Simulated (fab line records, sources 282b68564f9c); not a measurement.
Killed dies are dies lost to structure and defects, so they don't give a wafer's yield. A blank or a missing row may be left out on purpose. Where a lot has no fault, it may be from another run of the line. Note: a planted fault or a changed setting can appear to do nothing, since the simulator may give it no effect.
fab line records -- flow rit_cmos
[record] lots = 5, wafers = 27
route steps=202 shown GATE@95 CONTACT@168 M1@197
start_h: the number of hours between the record's first day and the start of the first shown wafer of the lot -- wait_h: hours from the lot's prior step to this one -- " identical to the entry in the row above -- L1.1+2: one row covering several wafers at once -- - no value, or no start given -- * or withheld: withheld -- < > ~ a bound
route shown NAME@n: names a module that has steps shown in the file, with the first one's number in the route -- usual: mean and standard deviation over wafers with no fault -- same: alike in all rows -- chamber/n: place in a boat -- sites: the reading at each site -- _std_site: their standard deviation -- _edge_site: outer sites' mean less inner sites' -- radius_mm: how far each site lies from the wafer's centre -- mask NAME#n: copy n -- behind: the last tool/chamber to shape the wafer -- hold: what put the lot on hold/how long, in hours/how the hold closed -- device: transistor that didn't switch, given as n, p or np -- end of line: tests of these same wafers at the route's end -- a step with no rows: only its recipe -- killed: dies that structure and defects cost at the first sort, which is not the same as the wafer's yield -- map: a wafer's dies, x killed, . not, _ none there
set.NAME: setting as actually run; set.NAME@STEP: the setting as run at that earlier step -- model.NAME: the simulator's own value behind a step, which no gauge read
lots where settings were altered on purpose, with a table for each step and a row for each wafer
[[steps]]
[step RIT_GATE_ETCH_19]
[recipe] chemistry = SF6/CHF3/O2, time_s = 165, SF6_flow_sccm = 30, CHF3_flow_sccm = 30, O2_flow_sccm = 5, target = poly-Si, pressure_mtorr = 40, rf_w = 160, target_depth_a = 3125, over_etch_frac = 0.25, stop_on = SiO2
[usual] oes_product_au = 0.846/0.01
lot.wafer,tool,chamber,start_h,wait_h,set.target_depth_a,oes_product_au,model.GATE.feature_depth_nm,model.etch.depth_nm,model.NOVOLAK_of_GATE_COAT_11.thk_nm
L075.1,rie_si-02,3,43.41,0.1,1608,1.011,160.1,160.1,701.5
L075.2,rie_si-02,1,43.41,0.1,3125,0.850,249.5,249.5,658.6
L075.3,rie_si-02,0,43.41,0.1,1608,1.011,161.8,161.8,701.5
L075.4,rie_si-02,2,43.41,0.1,3125,0.848,251,251,665.2
L075.5,rie_si-02,0,43.41,0.1,3125,0.850,249,249,663.2
L075.6,rie_si-02,1,43.41,0.1,1608,1.038,168.3,168.3,701
L077.1,rie_si-02,0,53.01,0.1,3125,0.854,250.4,250.4,661.4
L077.2,rie_si-02,1,53.01,0.1,2581,0.986,250,250,671.5
L077.3,rie_si-02,2,53.01,0.1,2581,0.952,246.8,246.8,681.7
L077.4,rie_si-02,3,53.01,0.1,3125,0.856,248.4,248.4,663.2
L077.5,rie_si-02,1,53.01,0.1,2581,0.968,246.2,246.2,675.3
L077.6,rie_si-02,2,53.01,0.1,3125,0.848,248.3,248.3,666.1
L079.1,rie_si-02,3,65.81,0.1,3125,0.858,247,247,663.4
L079.2,rie_si-02,1,65.81,0.1,3125,0.843,245.9,245.9,657.3
L079.3,rie_si-02,0,65.81,0.1,3125,0.838,246.4,246.4,661
L079.4,rie_si-02,2,65.81,0.1,3125,0.842,247.7,247.7,666.2
L079.5,rie_si-02,3,65.81,0.1,3125,0.853,245.3,245.3,663.1
L079.6,rie_si-02,0,65.81,0.1,3125,0.840,245,245,658.7
L080.1,rie_si-01,1,67.37,0.1,3125,0.841,246.1,246.1,666
L080.2,rie_si-01,2,67.37,0.1,1831,0.970,179.1,179.1,699.8
L080.3,rie_si-01,0,67.37,0.1,3125,0.841,248.2,248.2,661.6
L080.4,rie_si-01,3,67.37,0.1,1831,1.042,192.3,192.3,697
L080.5,rie_si-01,1,67.37,0.1,1831,0.975,180.9,180.9,701.2
L080.6,rie_si-01,0,67.37,0.1,3125,0.833,247.3,247.3,663.8
L082.1,rie_si-01,2,77.90,0.1,3125,0.840,251.5,251.5,664.7
L082.2,rie_si-01,3,77.90,0.1,3125,0.858,248.1,248.1,663.3
L082.6,rie_si-01,3,77.90,0.1,3125,0.852,248.3,248.3,660.9
[step RIT_CONTACT_CVD_00]
[recipe] material = SiO2, target_thk_nm = 400, precursor = TEOS, temp_c = 390, time_s = 61, rf_w = 400
lot.wafer,tool,chamber,start_h,wait_h,set.time_s,model.SiO2_of_CONTACT_CVD_00.thk_nm
L075.1,pecvd-03,0,58.01,0.1,61,403.3
L075.2,pecvd-03,2,58.01,0.1,91.48,603.2
L075.3,pecvd-03,1,58.01,0.1,61,399.2
L075.4,pecvd-03,0,58.01,0.1,91.48,609.8
L075.5,pecvd-03,1,58.01,0.1,61,410.8
L075.6,pecvd-03,2,58.01,0.1,91.48,613.4
L077.1,pecvd-04,1,66.52,0.1,78.92,526.9
L077.2,pecvd-04,2,66.52,0.1,61,410.5
L077.3,pecvd-04,0,66.52,0.1,78.92,518.2
L077.4,pecvd-04,0,66.52,0.1,61,409.3
L077.5,pecvd-04,2,66.52,0.1,78.92,529.4
L077.6,pecvd-04,1,66.52,0.1,61,408.6
L079.1,pecvd-02,1,79.81,0.1,74.35,489.6
L079.2,pecvd-02,2,79.81,0.1,61,398.5
L079.3,pecvd-02,0,79.81,0.1,74.35,489.4
L079.4,pecvd-02,1,79.81,0.1,61,407.2
L079.5,pecvd-02,2,79.81,0.1,61,399.1
L079.6,pecvd-02,0,79.81,0.1,74.35,496
L080.1,pecvd-04,0,81.71,0.1,61,396.7
L080.2,pecvd-04,2,81.71,0.1,61,404.9
L080.3,pecvd-04,1,81.71,0.1,61,402.9
L080.4,pecvd-04,1,81.71,0.1,80.41,537.7
L080.5,pecvd-04,0,81.71,0.1,80.41,530.9
L080.6,pecvd-04,2,81.71,0.1,80.41,537.1
L082.1,pecvd-02,2,91.27,0.1,61,394.5
L082.2,pecvd-02,1,91.27,0.1,61,406
L082.6,pecvd-02,1,91.27,0.1,61,406.4
[step RIT_CONTACT_THK_MEAS_01]
[recipe] reads = SiO2_of_CONTACT_CVD_00
[usual] CONTACT_TEOS_THK = 403/5.1
lot.wafer,tool,chamber,start_h,wait_h,set.time_s@CONTACT_CVD_00,CONTACT_TEOS_THK[nm]
L075.1,film_metro-04,-,58.06,0.0,61,403
L075.2,film_metro-04,-,58.06,0.0,91.48,603
L075.3,film_metro-04,-,58.06,0.0,61,399
L075.4,film_metro-04,-,58.06,0.0,91.48,610
L075.5,film_metro-04,-,58.06,0.0,61,411
L075.6,film_metro-04,-,58.06,0.0,91.48,613
L077.1,film_metro-01,-,66.57,0.0,78.92,527
L077.2,film_metro-01,-,66.57,0.0,61,410
L077.3,film_metro-01,-,66.57,0.0,78.92,518
L077.4,film_metro-01,-,66.57,0.0,61,409
L077.5,film_metro-01,-,66.57,0.0,78.92,530
L077.6,film_metro-01,-,66.57,0.0,61,409
L079.1,film_metro-04,-,79.86,0.0,74.35,490
L079.2,film_metro-04,-,79.86,0.0,61,399
L079.3,film_metro-04,-,79.86,0.0,74.35,489
L079.4,film_metro-04,-,79.86,0.0,61,407
L079.5,film_metro-04,-,79.86,0.0,61,399
L079.6,film_metro-04,-,79.86,0.0,74.35,495
L080.1,film_metro-04,-,81.76,0.0,61,397
L080.2,film_metro-04,-,81.76,0.0,61,405
L080.3,film_metro-04,-,81.76,0.0,61,403
L080.4,film_metro-04,-,81.76,0.0,80.41,537
L080.5,film_metro-04,-,81.76,0.0,80.41,531
L080.6,film_metro-04,-,81.76,0.0,80.41,537
L082.1,film_metro-01,-,91.32,0.0,61,394
L082.2,film_metro-01,-,91.32,0.0,61,406
L082.6,film_metro-01,-,91.32,0.0,61,407
[step RIT_CONTACT_HMDS_02]
[recipe] prime_time_s = 60, prime_temp_c = 140
[step RIT_CONTACT_COAT_03]
[recipe] resist = NOVOLAK, spin_rpm = 3250, resist_thk_nm = 1000
[step RIT_CONTACT_HARDBAKE_10]
[recipe] resist = NOVOLAK, temp_c = 140, time_s = 60
[step RIT_CONTACT_ETCH_11]
[recipe] target_depth_a = 4800, over_etch_frac = 0.2, stop_on = TiSi2, chemistry = CHF3/CF4/Ar, target = SiO2, CHF3_flow_sccm = 50, cf4_flow_sccm = 10, Ar_flow_sccm = 100, O2_flow_sccm = 5, pressure_mtorr = 100, rf_w = 200, time_s = 320
lot.wafer,tool,chamber,start_h,wait_h,set.time_s@CONTACT_CVD_00,model.etch.depth_nm,model.CONTACT.feature_depth_nm
L075.1,rie_diel-03,2,59.52,0.1,61,403.3,403.3
L075.2,rie_diel-03,1,59.52,0.1,91.48,484.7,484.7
L075.3,rie_diel-03,3,59.52,0.1,61,399.2,399.2
L075.4,rie_diel-03,0,59.52,0.1,91.48,469.8,469.8
L075.5,rie_diel-03,0,59.52,0.1,61,410.8,410.8
L075.6,rie_diel-03,1,59.52,0.1,91.48,484.5,484.5
L077.1,rie_diel-04,0,68.08,0.1,78.92,465.7,465.7
L077.2,rie_diel-04,3,68.08,0.1,61,410.5,410.5
L077.3,rie_diel-04,1,68.08,0.1,78.92,476.9,476.9
L077.4,rie_diel-04,2,68.08,0.1,61,409.3,409.3
L077.5,rie_diel-04,0,68.08,0.1,78.92,467.5,467.5
L077.6,rie_diel-04,1,68.08,0.1,61,408.6,408.6
L079.1,rie_diel-03,2,81.32,0.1,74.35,480.3,480.3
L079.2,rie_diel-03,1,81.32,0.1,61,398.5,398.5
L079.3,rie_diel-03,0,81.32,0.1,74.35,466.7,466.7
L079.4,rie_diel-03,3,81.32,0.1,61,407.2,407.2
L079.5,rie_diel-03,2,81.32,0.1,61,399.1,399.1
L079.6,rie_diel-03,1,81.32,0.1,74.35,488.3,488.3
L080.1,rie_diel-04,1,83.09,0.1,61,396.7,396.7
L080.2,rie_diel-04,2,83.09,0.1,61,404.9,404.9
L080.3,rie_diel-04,0,83.09,0.1,61,402.9,402.9
L080.4,rie_diel-04,3,83.09,0.1,80.41,458.5,458.5
L080.5,rie_diel-04,3,83.09,0.1,80.41,455.7,455.7
L080.6,rie_diel-04,2,83.09,0.1,80.41,489.4,489.4
L082.1,rie_diel-03,1,92.65,0.1,61,394.5,394.5
L082.2,rie_diel-03,3,92.65,0.1,61,406,406
L082.6,rie_diel-03,2,92.65,0.1,61,406.4,406.4
[step RIT_M1_STRIP_13]
[recipe] chemistry = nmp, resist = NOVOLAK, temp_c = 80, time_s = 600, dry = n2_spin
lot.wafer,tool,chamber,start_h,wait_h,set.time_s
L075.1+2+3+4+5+6,-,-,-,0.1,281.4
L077.1+2+3+4+5+6,-,-,-,0.1,867.1
L079.1+2+3+4+5+6,-,-,-,0.1,413
L080.1+2+3+4+5+6,-,-,-,0.1,892.2
L082.1+2+6,wet_bench-03,0,95.43,0.1,600
[step RIT_M1_STRIP_14]
[recipe] chemistry = O2, time_s = 180, platen_temp_c = withheld, power_w = 500, pressure_mtorr = 4000, o2_flow_sccm = 4000
[step RIT_M1_ANNEAL_15]
[recipe] temp_c = 450, time_s = 1800, ambient = forming_gas_H2N2
[step RIT_M1_PROBE_99]
lot.wafer,tool,chamber,start_h,wait_h,set.target_depth_a@GATE_ETCH_19,model.etest.nplus_sal.width_nm,model.etest.pplus_sal.width_nm,model.etest.pwell_pinched.rs_ohm_sq,model.etest.nwell_pinched.rs_ohm_sq
L075.1,prober-01,-,64.51,0.1,1608,3276,3262,420.9,315.4
L075.2+4,prober-01,-,64.56,0.1,3125,-,-,-,-
L075.3+6,prober-01,-,64.61,0.2,1608,-,-,-,-
L075.5,prober-01,-,64.71,0.2,3125,3449,3454,464.4,351.8
L077.1,prober-01,-,73.44,0.1,3125,-,-,-,-
L077.2,prober-01,-,73.49,0.1,2581,3418,3399,455.3,333.4
L077.3+5,prober-01,-,73.54,0.2,2581,-,-,-,-
L077.4,prober-01,-,73.59,0.2,3125,3443,3419,465.5,337.1
L077.6,prober-01,-,73.69,0.2,3125,3396,3412,458.4,333.3
L079.1+3+6,prober-01,-,86.42,0.1,3125,-,-,-,-
L079.2,prober-01,-,86.47,0.1,3125,3434,3399,464.7,341.7
L079.4,prober-01,-,86.57,0.2,3125,3421,3420,463.3,339.6
L079.5,prober-01,-,86.62,0.2,3125,3405,3397,461.1,341.5
L080.1,prober-02,-,89.11,0.1,3125,3468,3477,454.4,346
L080.2,prober-02,-,89.16,0.1,1831,3318,3336,425.7,314.4
L080.3,prober-02,-,89.21,0.2,3125,3488,3499,467.1,345.7
L080.4+5,prober-02,-,89.26,0.2,1831,-,-,-,-
L080.6,prober-02,-,89.36,0.2,3125,-,-,-,-
L082.1,prober-02,-,97.54,0.1,3125,3464,3452,466.5,341.4
L082.2,prober-02,-,97.59,0.1,3125,3454,3459,457.9,342.7
L082.6,prober-02,-,97.79,0.2,3125,3456,3481,462.3,342.1
// killed by level:class
L082.1 FOX1:geometric_particle:short=3 GATE:geometric_particle:short=2 GATE:geometric_particle:open=2 SPACER:geometric_particle:short=1
L082.2 GATE:geometric_particle:open=2 FOX1:geometric_particle:short=1 SPACER:geometric_particle:short=1 SPACER:geometric_particle:open=1
L082.6 FOX2:geometric_particle:short=3 GATE:geometric_particle:short=2 SILICIDE:geometric_particle:short=2 ACTIVE:geometric_particle:open=1 FOX1:geometric_particle:open=1 FOX2:geometric_particle:open=1 SPACER:geometric_particle:short=1
[[key]]
[split] step = RIT_GATE_ETCH_19, setting = target_depth_a, stated = 3125, by = wafer
[response] step = RIT_GATE_ETCH_19, reading = oes_product_au, change = -0.00385, per = 1%, r = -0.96
[response] step = RIT_GATE_ETCH_19, reading = model.GATE.feature_depth_nm, change = +1.56, per = 1%, r = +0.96
[response] step = RIT_GATE_ETCH_19, reading = model.etch.depth_nm, change = +1.56, per = 1%, r = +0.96
[response] step = RIT_GATE_ETCH_19, reading = model.NOVOLAK_of_GATE_COAT_11.thk_nm, change = -0.819, per = 1%, r = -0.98
[response] step = RIT_M1_PROBE_99, reading = model.etest.nplus_sal.width_nm, change = +3.41, per = 1%, r = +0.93
[response] step = RIT_M1_PROBE_99, reading = model.etest.pplus_sal.width_nm, change = +3.6, per = 1%, r = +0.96
[response] step = RIT_M1_PROBE_99, reading = model.etest.pwell_pinched.rs_ohm_sq, change = +0.832, per = 1%, r = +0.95
[response] step = RIT_M1_PROBE_99, reading = model.etest.nwell_pinched.rs_ohm_sq, change = +0.703, per = 1%, r = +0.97
[split] step = RIT_CONTACT_CVD_00, setting = time_s, stated = 61, by = wafer
[response] step = RIT_CONTACT_CVD_00, reading = model.SiO2_of_CONTACT_CVD_00.thk_nm, change = +4.09, per = 1%, r = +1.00
[response] step = RIT_CONTACT_THK_MEAS_01, reading = CONTACT_TEOS_THK, change = +4.09, per = 1%, r = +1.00
[response] step = RIT_CONTACT_ETCH_11, reading = model.etch.depth_nm, change = +1.92, per = 1%, r = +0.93
[response] step = RIT_CONTACT_ETCH_11, reading = model.CONTACT.feature_depth_nm, change = +1.92, per = 1%, r = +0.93
[split] step = RIT_M1_STRIP_13, setting = time_s, stated = 600, by = lot
response none clear
